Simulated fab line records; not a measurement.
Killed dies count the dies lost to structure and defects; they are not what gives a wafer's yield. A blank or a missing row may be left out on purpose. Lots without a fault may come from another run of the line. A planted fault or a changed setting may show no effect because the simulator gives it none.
fab line records -- flow rit-cmos
[record] lots = 6, wafers = 18, last-day = 7
route steps=202 shown PSD@150 SDANNEAL@153 NSD@158 PLDD@159 NLDD@160 SILICIDE@161 M1@202
lots that met no fault: taken from a fault-free run of the same line
start-h: the number of hours between the record's first day and the start of the first shown wafer of the lot -- wait-h: time in hours since the lot's previous step -- " same as the row above -- L1.1+2: a row that stands for several wafers -- - no value, or no start was given -- * or withheld: withheld -- < > ~ a bound
route shown NAME@n: a module of which the file shows steps, and the number in the route of the first -- usual: mean/standard deviation of fault-free wafers -- same: alike in all rows -- chamber/n: place in a boat -- sites: the reading at each site -- _std_site: standard deviation across them -- _edge_site: outer sites' mean less inner sites' -- radius-mm: for every site, how far away it sits from the centre of the wafer -- mask NAME#n: copy n -- behind: tool/chamber where the wafer was last shaped -- hold: the reason the lot was held/the length of the hold in hours/how it ended -- device: the transistor (n, p or np) that didn't switch -- end of line: the same wafers' tests at the end of the route -- where a step has no rows: the recipe by itself -- killed: not the wafer's yield, but the dies lost to structure and defects at the first sort -- map: dies across one wafer; x = killed, . = not, _ = none there
set.NAME: the setting that was run; set.NAME@STEP: the one run at that earlier step -- model.NAME: the simulator's own value behind a step, which no gauge read
lots at some steps of the route; a table a step, a row a wafer
services: the hour from which a tool's chamber was out of use, counted from the record's first day as start-h (under 0 if before that day), plus the number of hours and why
[[steps]]
[step RIT_PSD_IMPLANT_08]
[recipe] species = BF2, energy-kev = 27, dose-cm2 = 5e+15, tilt-deg = 7
[step RIT_PSD_STRIP_09]
[recipe] chemistry = O2, time-s = 180, resist = NOVOLAK, platen-temp-c = withheld, power-w = 500, pressure-mtorr = 4000, o2-flow-sccm = 4000
[usual] drypump-motor-current-A = 5.8/0.41
lot.wafer,tool,chamber,start-h,wait-h,drypump-motor-current-A,rf-hours-counter-h
L839.1,plasma-asher-02,0,89.61,0.1,5.2,45
L839.3,plasma-asher-02,1,89.61,0.1,5.5,-
L839.4,plasma-asher-02,0,89.61,0.1,5.2,-
L840.3,plasma-asher-02,0,95.13,0.1,5.2,-
L840.5,plasma-asher-02,1,95.13,0.1,5.5,-
L840.6,plasma-asher-02,0,95.13,0.1,5.2,-
L844.1,plasma-asher-04,0,114.61,0.1,6.3,50
L844.4,plasma-asher-04,1,114.61,0.1,6.1,-
L844.6,plasma-asher-04,1,114.61,0.1,6.1,-
L850.2,plasma-asher-04,1,143.12,0.1,6.1,54
L850.4,plasma-asher-04,1,143.12,0.1,6.1,-
L850.6,plasma-asher-04,0,143.12,0.1,6.3,-
L852.2,plasma-asher-04,0,154.34,0.1,6.3,55
L852.3,plasma-asher-04,1,154.34,0.1,6.1,-
L852.6,plasma-asher-04,1,154.34,0.1,6.1,-
L853.2,plasma-asher-01,1,158.45,0.1,5.4,46
L853.4,plasma-asher-01,1,158.45,0.1,5.4,-
L853.5,plasma-asher-01,0,158.45,0.1,6.1,-
[step RIT_PSD_TW_MEAS_10]
[usual] PSD_TW = 3430/15
lot.wafer,tool,chamber,start-h,wait-h,PSD_TW
L839.1,film-metro-02,-,89.79,0.1,3427
L839.3,film-metro-02,-,89.79,0.1,3442
L839.4,film-metro-02,-,89.79,0.1,3413
L840.3,film-metro-03,-,95.27,0.1,3420
L840.5,film-metro-03,-,95.27,0.1,3438
L840.6,film-metro-03,-,95.27,0.1,3410
L844.1,film-metro-02,-,114.78,0.1,3408
L844.4,film-metro-02,-,114.78,0.1,3408
L844.6,film-metro-02,-,114.78,0.1,3397
L850.2,film-metro-03,-,143.30,0.1,3461
L850.4,film-metro-03,-,143.30,0.1,3459
L850.6,film-metro-03,-,143.30,0.1,3427
L852.2,film-metro-02,-,154.53,0.1,3465
L852.3,film-metro-02,-,154.53,0.1,3453
L852.6,film-metro-02,-,154.53,0.1,3458
L853.2,film-metro-04,-,158.63,0.1,3442
L853.4,film-metro-04,-,158.63,0.1,3432
L853.5,film-metro-04,-,158.63,0.1,3425
[step RIT_SDANNEAL_CLEAN_00]
[recipe] chemistry = SC1, mix = 3:3:50, time-s = 600, temp-c = 75
[step RIT_SDANNEAL_CLEAN_01]
[recipe] chemistry = dHF, dilution = 50:1, time-s = 30
[step RIT_SDANNEAL_CLEAN_02]
[recipe] chemistry = SC2, mix = 3:3:50, time-s = 600, temp-c = 75, dry = n2-spin
[step RIT_SDANNEAL_RTA_03]
[recipe] temp-c = 1050, time-s = 5, idle-temp-c = 600, ramp-up-c-per-s = 342, ramp-down-c-per-s = 171, cool-to-c = 600, ambient = N2
[usual] chamber-o2-ppm = 1.998/0.02, wafer_temp_C_max = 1053.5/1.1
lot.wafer,tool,chamber,start-h,wait-h,chamber-o2-ppm,wafer_temp_C_max
L839.1,rtp-anneal-01,0,90.22,0.0,1.992,1054.2
L839.3,rtp-anneal-01,0,90.22,0.0,1.989,1052.3
L839.4,rtp-anneal-01,0,90.22,0.0,1.970,1054.1
L840.3,rtp-anneal-02,0,95.70,0.0,2.028,1054.9
L840.5,rtp-anneal-02,0,95.70,0.0,2.035,1054.4
L840.6,rtp-anneal-02,0,95.70,0.0,2.031,1053.2
L844.1,rtp-anneal-02,0,115.21,0.0,1.999,1053.4
L844.4,rtp-anneal-02,0,115.21,0.0,1.988,1052.6
L844.6,rtp-anneal-02,0,115.21,0.0,1.987,1053.0
L850.2,rtp-anneal-02,0,143.76,0.0,1.995,1052.9
L850.4,rtp-anneal-02,0,143.76,0.0,1.965,1053.3
L850.6,rtp-anneal-02,0,143.76,0.0,1.964,1053.5
L852.2,rtp-anneal-02,0,154.95,0.0,2.003,1053.6
L852.3,rtp-anneal-02,0,154.95,0.0,2.015,1053.8
L852.6,rtp-anneal-02,0,154.95,0.0,2.018,1053.1
L853.2,rtp-anneal-01,0,159.06,0.0,1.984,1053.5
L853.4,rtp-anneal-01,0,159.06,0.0,1.974,1052.7
L853.5,rtp-anneal-01,0,159.06,0.0,1.984,1052.5
[step RIT_SDANNEAL_RS_MEAS_04]
[recipe] thk-meas-gauge = four-point-probe
[usual] PSD_RS = 116.0/0.31
lot.wafer,tool,chamber,start-h,wait-h,PSD_RS[ohm/sq]
L839.1,film-metro-04,-,90.27,0.0,116.2
L839.3,film-metro-04,-,90.27,0.0,116.2
L839.4,film-metro-04,-,90.27,0.0,116.5
L840.3,film-metro-04,-,95.77,0.1,116.7
L840.5,film-metro-04,-,95.77,0.1,116.4
L840.6,film-metro-04,-,95.77,0.1,116.5
L844.1,film-metro-03,-,115.27,0.0,115.4
L844.4,film-metro-03,-,115.27,0.0,115.6
L844.6,film-metro-03,-,115.27,0.0,115.6
L850.2,film-metro-04,-,143.83,0.1,116.3
L850.4,film-metro-04,-,143.83,0.1,116.2
L850.6,film-metro-04,-,143.83,0.1,116.1
L852.2,film-metro-03,-,155.02,0.1,116.2
L852.3,film-metro-03,-,155.02,0.1,116.0
L852.6,film-metro-03,-,155.02,0.1,115.8
L853.2,film-metro-04,-,159.13,0.1,116.2
L853.4,film-metro-04,-,159.13,0.1,116.0
L853.5,film-metro-04,-,159.13,0.1,116.1
[step RIT_SDANNEAL_RS_MEAS_05]
[recipe] thk-meas-gauge = four-point-probe
[usual] NSD_RS = 84.68/0.29
lot.wafer,tool,chamber,start-h,wait-h,NSD_RS[ohm/sq]
L839.1,film-metro-04,-,90.39,0.1,84.83
L839.3,film-metro-04,-,90.39,0.1,84.39
L839.4,film-metro-04,-,90.39,0.1,84.78
L840.3,film-metro-04,-,95.89,0.1,84.81
L840.5,film-metro-04,-,95.89,0.1,84.93
L840.6,film-metro-04,-,95.89,0.1,84.93
L844.1,film-metro-03,-,115.39,0.1,84.50
L844.4,film-metro-03,-,115.39,0.1,84.52
L844.6,film-metro-03,-,115.39,0.1,84.62
L850.2,film-metro-04,-,143.95,0.1,84.95
L850.4,film-metro-04,-,143.95,0.1,84.73
L850.6,film-metro-04,-,143.95,0.1,84.58
L852.2,film-metro-03,-,155.14,0.1,84.35
L852.3,film-metro-03,-,155.14,0.1,84.11
L852.6,film-metro-03,-,155.14,0.1,83.87
L853.2,film-metro-04,-,159.25,0.1,84.22
L853.4,film-metro-04,-,159.25,0.1,84.56
L853.5,film-metro-04,-,159.25,0.1,84.38
[step RIT_SDANNEAL_RS_MEAS_06]
[recipe] thk-meas-gauge = four-point-probe
[usual] PLDD_RS = 178.9/0.47
lot.wafer,tool,chamber,start-h,wait-h,PLDD_RS[ohm/sq]
L839.1,film-metro-04,-,90.51,0.1,179.3
L839.3,film-metro-04,-,90.51,0.1,179.1
L839.4,film-metro-04,-,90.51,0.1,179.1
L840.3,film-metro-04,-,96.01,0.1,180.1
L840.5,film-metro-04,-,96.01,0.1,179.3
L840.6,film-metro-04,-,96.01,0.1,179.7
L844.1,film-metro-03,-,115.51,0.1,178.6
L844.4,film-metro-03,-,115.51,0.1,178.7
L844.6,film-metro-03,-,115.51,0.1,178.4
L850.2,film-metro-04,-,144.07,0.1,178.4
L850.4,film-metro-04,-,144.07,0.1,178.2
L850.6,film-metro-04,-,144.07,0.1,178.6
L852.2,film-metro-03,-,155.26,0.1,179.2
L852.3,film-metro-03,-,155.26,0.1,178.3
L852.6,film-metro-03,-,155.26,0.1,179.0
L853.2,film-metro-04,-,159.37,0.1,178.9
L853.4,film-metro-04,-,159.37,0.1,178.3
L853.5,film-metro-04,-,159.37,0.1,178.7
[step RIT_SDANNEAL_RS_MEAS_07]
[recipe] thk-meas-gauge = four-point-probe
[usual] NLDD_RS = 152.0/0.43
lot.wafer,tool,chamber,start-h,wait-h,NLDD_RS[ohm/sq]
L839.1,film-metro-04,-,90.63,0.1,151.6
L839.3,film-metro-04,-,90.63,0.1,151.7
L839.4,film-metro-04,-,90.63,0.1,152.1
L840.3,film-metro-04,-,96.13,0.1,151.9
L840.5,film-metro-04,-,96.13,0.1,151.4
L840.6,film-metro-04,-,96.13,0.1,152.0
L844.1,film-metro-03,-,115.63,0.1,152.7
L844.4,film-metro-03,-,115.63,0.1,152.1
L844.6,film-metro-03,-,115.63,0.1,152.6
L850.2,film-metro-04,-,144.19,0.1,151.8
L850.4,film-metro-04,-,144.19,0.1,152.1
L850.6,film-metro-04,-,144.19,0.1,151.8
L852.2,film-metro-03,-,155.38,0.1,151.7
L852.3,film-metro-03,-,155.38,0.1,151.6
L852.6,film-metro-03,-,155.38,0.1,151.5
L853.2,film-metro-04,-,159.49,0.1,151.7
L853.4,film-metro-04,-,159.49,0.1,151.3
L853.5,film-metro-04,-,159.49,0.1,151.8
[step RIT_SILICIDE_WET_ETCH_00]
[recipe] chemistry = BOE, target = SiO2, target-depth-nm = 14, time-s = 15, dry = n2-spin, dilution = 10:1, temp-c = 21.5
[step RIT_SILICIDE_SPUTTER_01]
[recipe] material = Ti, target-thk-nm = 30, power-w = 350, chamber-pressure-pa = 0.667, gas = Ar, time-s = 240, substrate-temp-c = 25
[usual] throttle-valve-pct = 30.0/0.96
lot.wafer,tool,chamber,start-h,wait-h,throttle-valve-pct,model.Ti_of_SILICIDE_SPUTTER_01.thk-nm
L839.1,pvd-sputter-01,-,90.77,0.0,29.5,29.58
L839.3,pvd-sputter-01,-,90.77,0.0,30.3,30.71
L839.4,pvd-sputter-01,-,90.77,0.0,30.2,30.65
L840.3,pvd-sputter-02,-,96.23,0.0,28.4,31.39
L840.5,pvd-sputter-02,-,96.23,0.0,28.5,31.3
L840.6,pvd-sputter-02,-,96.23,0.0,29.2,30.83
L844.1,pvd-sputter-03,-,115.76,0.0,30.5,30.14
L844.4,pvd-sputter-03,-,115.76,0.0,30.8,29.94
L844.6,pvd-sputter-03,-,115.76,0.0,30.2,30.19
L850.2,pvd-sputter-03,-,144.30,0.0,30.2,29.77
L850.4,pvd-sputter-03,-,144.30,0.0,29.9,26.75
L850.6,pvd-sputter-03,-,144.30,0.0,30.5,30.18
L852.2,pvd-sputter-03,-,155.49,0.0,30.8,29.58
L852.3,pvd-sputter-03,-,155.49,0.0,30.7,29.77
L852.6,pvd-sputter-03,-,155.49,0.0,30.3,26.53
L853.2,pvd-sputter-02,-,159.60,0.0,31.6,30.14
L853.4,pvd-sputter-02,-,159.60,0.0,29.1,29.64
L853.5,pvd-sputter-02,-,159.60,0.0,28.5,30.36
[step RIT_SILICIDE_RS_MEAS_02]
[recipe] thk-meas-gauge = four-point-probe, reads = Ti_of_SILICIDE_SPUTTER_01
[usual] SILICIDE_TI_RS = 47.8/0.95
lot.wafer,tool,chamber,start-h,wait-h,SILICIDE_TI_RS[ohm/sq]
L839.1,film-metro-02,-,90.92,0.1,48.8
L839.3,film-metro-02,-,90.92,0.1,46.5
L839.4,film-metro-02,-,90.92,0.1,46.7
L840.3,film-metro-03,-,96.42,0.1,45.3
L840.5,film-metro-03,-,96.42,0.1,45.5
L840.6,film-metro-03,-,96.42,0.1,46.3
L844.1,film-metro-01,-,115.91,0.1,47.4
L844.4,film-metro-01,-,115.91,0.1,47.9
L844.6,film-metro-01,-,115.91,0.1,47.4
L850.2,film-metro-03,-,144.47,0.1,48.4
L850.4,film-metro-03,-,144.47,0.1,55.3
L850.6,film-metro-03,-,144.47,0.1,47.5
L852.2,film-metro-01,-,155.66,0.1,48.6
L852.3,film-metro-01,-,155.66,0.1,48.4
L852.6,film-metro-01,-,155.66,0.1,55.8
L853.2,film-metro-03,-,159.77,0.1,47.6
L853.4,film-metro-03,-,159.77,0.1,48.7
L853.5,film-metro-03,-,159.77,0.1,47.1
[step RIT_SILICIDE_THK_MEAS_03]
[recipe] thk-meas-gauge = xrf, reads = Ti_of_SILICIDE_SPUTTER_01
[usual] SILICIDE_TI_THK = 30.0/0.49
lot.wafer,tool,chamber,start-h,wait-h,SILICIDE_TI_THK[nm]
L839.1,film-metro-02,-,91.04,0.1,29.4
L839.3,film-metro-02,-,91.04,0.1,30.6
L839.4,film-metro-02,-,91.04,0.1,30.6
L840.3,film-metro-03,-,96.52,0.1,31.5
L840.5,film-metro-03,-,96.52,0.1,31.3
L840.6,film-metro-03,-,96.52,0.1,30.9
L844.1,film-metro-01,-,116.03,0.1,30.4
L844.4,film-metro-01,-,116.03,0.1,30.1
L844.6,film-metro-01,-,116.03,0.1,30.3
L850.2,film-metro-03,-,144.58,0.1,29.7
L850.4,film-metro-03,-,144.58,0.1,26.7
L850.6,film-metro-03,-,144.58,0.1,30.1
L852.2,film-metro-01,-,155.77,0.1,29.6
L852.3,film-metro-01,-,155.77,0.1,29.9
L852.6,film-metro-01,-,155.77,0.1,26.5
L853.2,film-metro-03,-,159.88,0.1,30.0
L853.4,film-metro-03,-,159.88,0.1,29.5
L853.5,film-metro-03,-,159.88,0.1,30.2
[step RIT_SILICIDE_RTA_04]
[recipe] temp-c = 650, time-s = 10, idle-temp-c = 25, ramp-up-s = 5, ramp-down-s = 5, cool-to-c = 25, ambient = N2
[usual] chamber-o2-ppm = 2.001/0.022, wafer_temp_C_max = 652.9/1.2
lot.wafer,tool,chamber,start-h,wait-h,chamber-o2-ppm,wafer_temp_C_max
L839.1,rtp-anneal-02,0,91.10,0.1,2.008,654.2
L839.3,rtp-anneal-02,0,91.10,0.1,2.010,654.3
L839.4,rtp-anneal-02,0,91.10,0.1,1.997,654.1
L840.3,rtp-anneal-01,0,96.58,0.1,1.966,652.5
L840.5,rtp-anneal-01,0,96.58,0.1,1.974,651.2
L840.6,rtp-anneal-01,0,96.58,0.1,1.961,651.7
L844.1,rtp-anneal-01,0,116.09,0.1,2.028,651.7
L844.4,rtp-anneal-01,0,116.09,0.1,2.032,651.9
L844.6,rtp-anneal-01,0,116.09,0.1,1.989,652.0
L850.2,rtp-anneal-01,0,144.64,0.1,1.997,652.3
L850.4,rtp-anneal-01,0,144.64,0.1,2.024,652.0
L850.6,rtp-anneal-01,0,144.64,0.1,2.021,652.0
L852.2,rtp-anneal-01,0,155.84,0.1,1.984,651.3
L852.3,rtp-anneal-01,0,155.84,0.1,1.968,651.8
L852.6,rtp-anneal-01,0,155.84,0.1,1.969,651.5
L853.2,rtp-anneal-02,0,159.94,0.1,2.024,653.1
L853.4,rtp-anneal-02,0,159.94,0.1,2.037,653.9
L853.5,rtp-anneal-02,0,159.94,0.1,1.996,655.0
[step RIT_M1_PROBE_99]
[usual] killed-at-contacts = 0.1/0.23, killed-at-front-end = 7/3.1, killed-dies = 7/3.1, killed-open = 3.4/2.1, killed-short = 3.5/2
[same] gross-dies = 264, killed_at_M0_to_M3 = 0, killed_at_M4_up = 0, killed-at-back-side = 0, killed-at-other = 0
lot.wafer,tool,chamber,start-h,wait-h,killed-at-contacts,killed-at-front-end,killed-dies,killed-open,killed-short,model.etest.contact-nplus.end-ohm-um,model.etest.contact-pplus.end-ohm-um,model.etest.npoly-line.rs-ohm-sq,model.etest.ppoly-line.rs-ohm-sq,model.etest.npoly-sal.rs-ohm-sq,model.etest.ppoly-sal.rs-ohm-sq,model.etest.nplus-sal.rs-ohm-sq,model.etest.pplus-sal.rs-ohm-sq
L839.1,prober-02,-,98.08,0.1,0,9,9,4,5,41.16,42.22,17.12,16.61,4.455,4.387,4.375,4.367
L839.3,prober-02,-,98.18,0.2,0,7,7,3,4,42.41,43.82,16.76,16.31,4.306,4.224,4.238,4.23
L839.4,prober-02,-,98.23,0.2,0,4,4,2,2,42.57,44.63,16.7,16.32,4.312,4.271,4.272,4.292
L840.3,prober-01,-,103.34,0.2,0,5,5,2,3,43.87,46.95,16.52,16,4.213,4.132,4.17,4.169
L840.5,prober-01,-,103.44,0.2,0,9,9,6,3,44.27,46.22,16.48,16.05,4.202,4.19,4.167,4.166
L840.6,prober-01,-,103.49,0.2,0,6,6,4,2,43.75,45.88,16.74,16.44,4.282,4.242,4.235,4.267
L844.1,prober-02,-,123.58,0.1,0,3,3,2,1,40.7,45.5,16.81,16.34,4.298,4.269,4.247,4.3
L844.4,prober-02,-,123.73,0.2,0,4,4,1,3,42.18,44.54,16.91,16.47,4.38,4.316,4.317,4.32
L844.6,prober-02,-,123.83,0.2,0,6,6,5,1,41.06,44.69,16.89,16.25,4.358,4.346,4.267,4.303
L850.2,prober-02,-,151.46,0.1,0,4,4,1,3,40.42,43.13,17.06,16.47,4.402,4.329,4.29,4.328
L850.4,prober-02,-,151.56,0.2,0,5,5,3,2,37.76,39.77,18.52,17.85,4.808,4.781,4.773,4.753
L850.6,prober-02,-,151.66,0.2,0,8,8,3,5,40.76,43.2,16.99,16.3,4.307,4.275,4.315,4.277
L852.2,prober-02,-,162.41,0.1,0,5,5,3,2,41.1,43.15,17.1,16.68,4.427,4.369,4.359,4.355
L852.3,prober-02,-,162.46,0.2,1,7,8,5,3,43.33,43.37,16.98,16.78,4.392,4.379,4.34,4.385
L852.6,prober-02,-,162.61,0.2,0,11,11,5,6,37.67,40.58,18.58,17.91,4.854,4.803,4.816,4.787
L853.2,prober-01,-,166.58,0.1,0,4,4,2,2,41.81,45.52,16.89,16.48,4.312,4.289,4.26,4.268
L853.4,prober-01,-,166.68,0.2,0,6,6,4,2,42.1,44.68,17.03,16.68,4.407,4.354,4.308,4.345
L853.5,prober-01,-,166.73,0.2,0,10,10,5,5,41.95,45.46,16.86,16.44,4.284,4.223,4.215,4.263
// killed by level:class
L839.1 REOX:geometric-particle:short=3 SPACER:geometric-particle:open=2 GATE:geometric-particle:open=1 GATE:geometric-particle:short=1 SPACER:geometric-particle:short=1 SILICIDE:geometric-particle:open=1
L839.3 GATE:geometric-particle:short=3 FOX1:geometric-particle:open=1 REOX:geometric-particle:open=1 SPACER:geometric-particle:open=1 SILICIDE:geometric-particle:short=1
L839.4 SPACER:geometric-particle:short=2 GATE:geometric-particle:open=1 SPACER:geometric-particle:open=1
L840.3 GATE:geometric-particle:short=2 FOX1:geometric-particle:short=1 GATE:geometric-particle:open=1 SILICIDE:geometric-particle:open=1
L840.5 GATE:geometric-particle:open=3 GATE:geometric-particle:short=3 FOX1:geometric-particle:open=1 SPACER:geometric-particle:open=1 SILICIDE:geometric-particle:open=1
L840.6 GATE:geometric-particle:open=4 GATE:geometric-particle:short=2
L844.1 GATE:geometric-particle:open=2 GATE:geometric-particle:short=1
L844.4 FOX1:geometric-particle:short=1 GATE:geometric-particle:open=1 REOX:geometric-particle:short=1 SPACER:geometric-particle:short=1
L844.6 FOX1:geometric-particle:open=2 GATE:geometric-particle:open=2 SPACER:geometric-particle:short=1 SILICIDE:geometric-particle:open=1
L850.2 FOX1:geometric-particle:short=1 REOX:geometric-particle:short=1 SPACER:geometric-particle:open=1 SPACER:geometric-particle:short=1
L850.4 FOX1:geometric-particle:open=2 FOX1:geometric-particle:short=2 SILICIDE:geometric-particle:open=1
L850.6 GATE:geometric-particle:short=3 GATE:geometric-particle:open=2 FOX1:geometric-particle:short=1 SPACER:geometric-particle:open=1 SPACER:geometric-particle:short=1
L852.2 GATE:geometric-particle:open=2 GATE:geometric-particle:short=1 SPACER:geometric-particle:open=1 SILICIDE:geometric-particle:short=1
L852.3 SPACER:geometric-particle:short=2 GATE:geometric-particle:short=1 GATE:geometric-particle:open=1 REOX:geometric-particle:open=1 SPACER:geometric-particle:open=1 SILICIDE:geometric-particle:open=1 CONTACT:geometric-particle:open=1
L852.6 GATE:geometric-particle:short=6 GATE:geometric-particle:open=3 SPACER:geometric-particle:open=2
L853.2 GATE:geometric-particle:short=1 REOX:geometric-particle:open=1 SPACER:geometric-particle:open=1 SILICIDE:geometric-particle:short=1
L853.4 GATE:geometric-particle:open=2 GATE:geometric-particle:short=1 REOX:geometric-particle:short=1 REOX:geometric-particle:open=1 SPACER:geometric-particle:open=1
L853.5 FOX1:geometric-particle:short=2 SPACER:geometric-particle:open=2 ACTIVE:geometric-particle:short=1 FOX1:geometric-particle:open=1 REOX:geometric-particle:open=1 SPACER:geometric-particle:short=1 SILICIDE:geometric-particle:open=1 SILICIDE:geometric-particle:short=1
[[services]]
tool,chamber,start-h,hours,kind
plasma-asher-02,-,69.46,7.5,repair
pvd-sputter-02,-,72.27,1.3,repair
plasma-asher-02,-,108.75,9.0,pm
plasma-asher-02,0,108.75,9.0,vent-cycle
plasma-asher-02,1,108.75,9.0,vent-cycle
pvd-sputter-02,-,112.42,6.0,repair
plasma-asher-02,0,117.75,-,clean
plasma-asher-02,1,117.75,-,clean
plasma-asher-01,-,120.14,15.6,pm
plasma-asher-04,-,143.73,0.8,repair
[[key]]
[first-sign] step = RIT_SILICIDE_RS_MEAS_02, reading = SILICIDE_TI_RS, direction = up, sigmas = 8.2, usual = 47.8, struck = 55.6
[effect] step = RIT_SILICIDE_THK_MEAS_03, reading = SILICIDE_TI_THK, direction = down, sigmas = 7.1, usual = 30.0, struck = 26.6
[model-effect] step = RIT_SILICIDE_SPUTTER_01, value = Ti_of_SILICIDE_SPUTTER_01.thk-nm, without = 30.05, struck = 26.64
[model-effect] step = RIT_M1_PROBE_99, value = etest.contact-nplus.end-ohm-um, without = 41.65, struck = 37.72
met-at RIT_SILICIDE_SPUTTER_01
struck-wafers L850.4,L852.6
tester-left-out L850,L852
onset-between 115.76 144.30
[fault] kind = process-parameter-drift, tool = pvd-sputter-03, chamber = -, onset-h = 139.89, steps = RIT_SILICIDE_SPUTTER_01, channel = target-thk-nm, offset = -3.4135, shape = step, end-h = 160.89, acts-in = these-recipes-only, stated = 30, scope = struck-wafers-only
// tester-left-out: of these lots the tester's yield and bins aren't shown, on N5 and GAA mostly nor the transistor test; their killed dies are dies lost to structure and defects alone, not to doping, threshold or leakage, so they don't give the yield
